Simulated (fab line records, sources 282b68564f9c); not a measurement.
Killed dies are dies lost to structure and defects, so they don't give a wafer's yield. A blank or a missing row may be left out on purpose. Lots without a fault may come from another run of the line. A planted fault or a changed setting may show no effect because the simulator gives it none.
Tool commonality check | flow rit_cmos | 14 lots, 42 wafers sampled

WHY IT WAS OPENED
At RIT_SPACER_THK_MEAS_04 the reading SPACER_NITRIDE_THK is flagged on 2 of 14 lots. Wafers without a fault read 250.2 nm, standard deviation 2.7.
Rule: a lot is flagged when every wafer of it that has a number lies more than 4 standard deviations from that mean, or none has a number. The other lots count as sound.

lot  | measured    | on            | SPACER_NITRIDE_THK (nm), wafer by wafer | flag
L463 | day 3 05:12 | film_metro-03 | 254.3 255.2 253.5                       |
L464 | day 3 16:58 | film_metro-03 | 252.3 253.3 250.2                       |
L465 | day 3 17:12 | film_metro-02 | 250.4 252.0 251.7                       |
L467 | day 4 07:28 | film_metro-03 | 251.1 250.0 250.6                       |
L468 | day 4 12:17 | film_metro-04 | 245.6 245.1 243.6                       |
L469 | day 4 17:53 | film_metro-04 | 250.5 248.0 251.6                       |
L470 | day 4 21:55 | film_metro-03 | 244.2 246.0 246.9                       |
L471 | day 5 01:50 | film_metro-03 | 254.4 251.1 251.9                       |
L472 | day 5 07:38 | film_metro-02 | 249.6 252.1 249.8                       |
L473 | day 5 11:49 | film_metro-02 | 252.5 250.5 252.9                       |
L476 | day 6 01:56 | film_metro-04 | 189.3 188.8 188.3                       | FLAGGED
L480 | day 6 18:55 | film_metro-03 | 187.6 188.5 191.1                       | FLAGGED
L481 | day 6 20:27 | film_metro-03 | 248.7 251.2 249.7                       |
L486 | day 8 02:43 | film_metro-02 | 248.0 248.2 248.5                       |
The numbers of the flagged lots are 188.9 nm on average: -61.3 nm against the usual, or -23 standard deviations.

WHICH TOOL RAN EACH LOT
The record holds 2 process steps before the reading, out of a route of 202 steps. In each cell: the tool, then ch and the chambers that the sampled wafers went through, then the start.
lot  | flag    | RIT_GATE_STRIP_20                   | RIT_SPACER_CVD_03
L463 |         | plasma_asher-01 ch 0,1, day 2 18:38 | lpcvd-01 ch 0, day 3 03:17
L464 |         | plasma_asher-04 ch 0,1, day 3 04:29 | lpcvd-02 ch 1, day 3 15:01
L465 |         | plasma_asher-01 ch 0,1, day 3 08:15 | lpcvd-01 ch 1, day 3 15:16
L467 |         | plasma_asher-01 ch 0,1, day 3 20:14 | lpcvd-02 ch 1, day 4 05:33
L468 |         | plasma_asher-01 ch 0,1, day 4 01:31 | lpcvd-02 ch 0, day 4 10:22
L469 |         | plasma_asher-04 ch 0,1, day 4 08:05 | lpcvd-02 ch 0, day 4 15:56
L470 |         | plasma_asher-01 ch 0,1, day 4 11:18 | lpcvd-02 ch 1, day 4 20:00
L471 |         | plasma_asher-02 ch 0,1, day 4 15:55 | lpcvd-01 ch 1, day 4 23:54
L472 |         | plasma_asher-01 ch 0,1, day 4 22:07 | lpcvd-02 ch 1, day 5 04:45
L473 |         | plasma_asher-04 ch 0,1, day 5 01:38 | lpcvd-01 ch 1, day 5 09:53
L476 | FLAGGED | plasma_asher-04 ch 0,1, day 5 15:12 | lpcvd-01 ch 1, day 6 00:00
L480 | FLAGGED | plasma_asher-04 ch 0,1, day 6 09:23 | lpcvd-01 ch 0, day 6 17:00
L481 |         | plasma_asher-01 ch 0,1, day 6 09:30 | lpcvd-02 ch 0, day 6 18:32
L486 |         | plasma_asher-01 ch 0,1, day 7 15:00 | lpcvd-02 ch 0, day 8 00:48
What these steps do:
- RIT_GATE_STRIP_20: strips in O2, time 180 s.
- RIT_SPACER_CVD_03: deposits Si3N4 from SiH2Cl2/NH3, target thk 250 nm, time 3300 s.
- RIT_SPACER_THK_MEAS_04

FLAGGED OVER TOTAL, TOOL BY TOOL (the gauges that took the reading come last)
step                   | tool            | lots run | flagged | share of the flagged lots | sound lots run after its first flagged lot
RIT_GATE_STRIP_20      | plasma_asher-01 | 8        | 0       | none                      | -
RIT_GATE_STRIP_20      | plasma_asher-02 | 1        | 0       | none                      | -
RIT_GATE_STRIP_20      | plasma_asher-04 | 5        | 2       | all                       | 0
RIT_SPACER_CVD_03      | lpcvd-01        | 6        | 2       | all                       | 0
RIT_SPACER_CVD_03      | lpcvd-02        | 8        | 0       | none                      | -
RIT_SPACER_THK_MEAS_04 | film_metro-02   | 4        | 0       | none                      | -
RIT_SPACER_THK_MEAS_04 | film_metro-03   | 7        | 1       | some                      | 1 (L481)
RIT_SPACER_THK_MEAS_04 | film_metro-04   | 3        | 1       | some                      | 0

WHAT THE TABLE ALLOWS
2 rows of the table ran every flagged lot: plasma_asher-04 at RIT_GATE_STRIP_20, lpcvd-01 at RIT_SPACER_CVD_03.
- plasma_asher-04 at RIT_GATE_STRIP_20: 2 of its 5 lots flagged. Its last sound lot is L473 (day 5 01:38), its first flagged lot L476 (day 5 15:12): a fault that began between those two fits.
- lpcvd-01 at RIT_SPACER_CVD_03: 2 of its 6 lots flagged. Its last sound lot is L473 (day 5 09:53), its first flagged lot L476 (day 6 00:00): a fault that began between those two fits.
Counting lots can't tell these 2 tools apart, because each fits a fault that began at some hour. More lots, or a look at what each step does to the wafer, might.

WHAT THE SIMULATOR HAD PUT IN
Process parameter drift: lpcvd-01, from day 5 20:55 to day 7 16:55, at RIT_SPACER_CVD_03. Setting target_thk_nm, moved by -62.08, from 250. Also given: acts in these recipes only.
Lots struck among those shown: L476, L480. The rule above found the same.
